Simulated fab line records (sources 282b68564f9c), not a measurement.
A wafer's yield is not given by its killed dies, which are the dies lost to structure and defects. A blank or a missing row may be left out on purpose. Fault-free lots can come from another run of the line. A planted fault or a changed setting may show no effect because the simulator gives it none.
Problem report in the 8D (eight disciplines) form, filled by code + flow ritCmos + the parts of the form that need people (team, actions taken, sign-off) are left out

## 1. PROBLEM STATEMENT
ACTIVE_NITRIDE_THK at RIT_ACTIVE_THK_MEAS_04 reads a mean of 169.8 nm on 6 wafers of 2 lots; wafers without a fault read 149.1 nm with a standard deviation of 1.3. Measured from the usual mean, that is +16 standard deviations.
First observed at day 4 11:32: wafer L133.1, on filmMetro-04. The record has a number at this step for 42 wafers belonging to 14 lots. Rule for "out" (also "out of limits"): further than 4 standard deviations from the usual mean. Any other wafer with a number is counted as sound.

## 2. WHAT IT IS, AND WHAT IT ISN'T
| question                    | is                     | is not                                                                                       |
|-----------------------------|------------------------|----------------------------------------------------------------------------------------------|
| which readings at this step | ACTIVE_NITRIDE_THK     | -                                                                                            |
| which lots                  | L133, L135             | L119, L120, L121, L122, L123, L124, L126, L137, L138, L140, L141, L142                       |
| which wafers of those lots  | all that have a number | -                                                                                            |
| read on which gauges        | filmMetro-04           | filmMetro-01                                                                                 |
| when                        | from day 4 11:32       | up to then (21 sound wafers); but 15 sound wafers of L137, L138, L140, L141, L142 came after |

## 3. SUSPECTS, AND WHAT RULES EACH OUT
Counting: any tool at a process step up to the reading is kept as a suspect provided that every lot that is out went through it and no sound lot did after the first of them.
- the gauge at RIT_ACTIVE_THK_MEAS_04: ruled out. All the wafers that are out were read on filmMetro-04, but those of them that RIT_ACTIVE_CVD_03 has rows for are out there too, on other tools.
- lpcvd-02 at RIT_ACTIVE_CVD_03 (deposits Si3N4 from SiH2Cl2/NH3, target thk 150 nm, time 1500 s): kept. It ran every lot that is out, first L133 (day 4 10:07), and no sound lot after that; its last sound lot up to then is L126 (day 2 23:07). Out on those wafers are its own readings of nh3FlowSccm.
Remaining after the count: lpcvd-02 at RIT_ACTIVE_CVD_03.

## 4. THE CAUSE (what the simulator had put in)
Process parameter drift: lpcvd-02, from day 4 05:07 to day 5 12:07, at RIT_ACTIVE_CVD_03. Setting nh3FlowSccm, moved by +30, from 150. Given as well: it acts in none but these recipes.
After counting, this tool was the only one left.

## 5. SEQUENCE OF EFFECTS, ordered by route
Each row: a reading where the mean over the struck wafers with a number is more than 3 standard deviations away from the usual. Only readings for which the record gives a usual standard deviation are gone through. hours: the time from each lot's start at the first step in this table that gives one to its start at this step, as a median over the lots. sigmas: the change in usual standard deviations.
| hours | step                   | reading            | usual      | on struck wafers | change | sigmas |
|-------|------------------------|--------------------|------------|------------------|--------|--------|
| 0     | RIT_ACTIVE_CVD_03      | nh3FlowSccm        | 150.1 sccm | 179.9            | +29.8  | +83    |
| 2     | RIT_ACTIVE_THK_MEAS_04 | ACTIVE_NITRIDE_THK | 149.1 nm   | 169.8            | +20.7  | +16    |
| 3     | RIT_ACTIVE_ETCH_13     | oesProductAu       | 0.819 a.u. | 0.873            | +0.054 | +4.5   |
Its process steps:
- RIT_ACTIVE_CVD_03: deposits Si3N4 from SiH2Cl2/NH3, target thk 150 nm, time 1500 s.
- RIT_ACTIVE_ETCH_13: etches Si3N4 in SF6, stops on SiO2, time 210 s, target depth 210 nm.
Later steps that measure or inspect, where all struck wafers having a row at the step show a number for every such reading and not one has moved that far: RIT_FOX1_THK_MEAS_01, RIT_NRETRO_OVL_MEAS_06, RIT_FOX2_THK_MEAS_91.

## 6. HOW IT WOULD HAVE BEEN CAUGHT EARLIER
The first out-of-limits reading at a measuring or inspecting step in this record came at day 4 11:32, 6 hours after the fault's start at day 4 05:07.
The tool's own readings at RIT_ACTIVE_CVD_03 were out on every struck wafer that the step has a row for (nh3FlowSccm): an alarm limit on them would have fired on the first of those.
Among the 2 lots that are out, L135 began RIT_ACTIVE_CVD_03 on lpcvd-02 after day 4 11:32. Holding the tool at that time would have saved it.
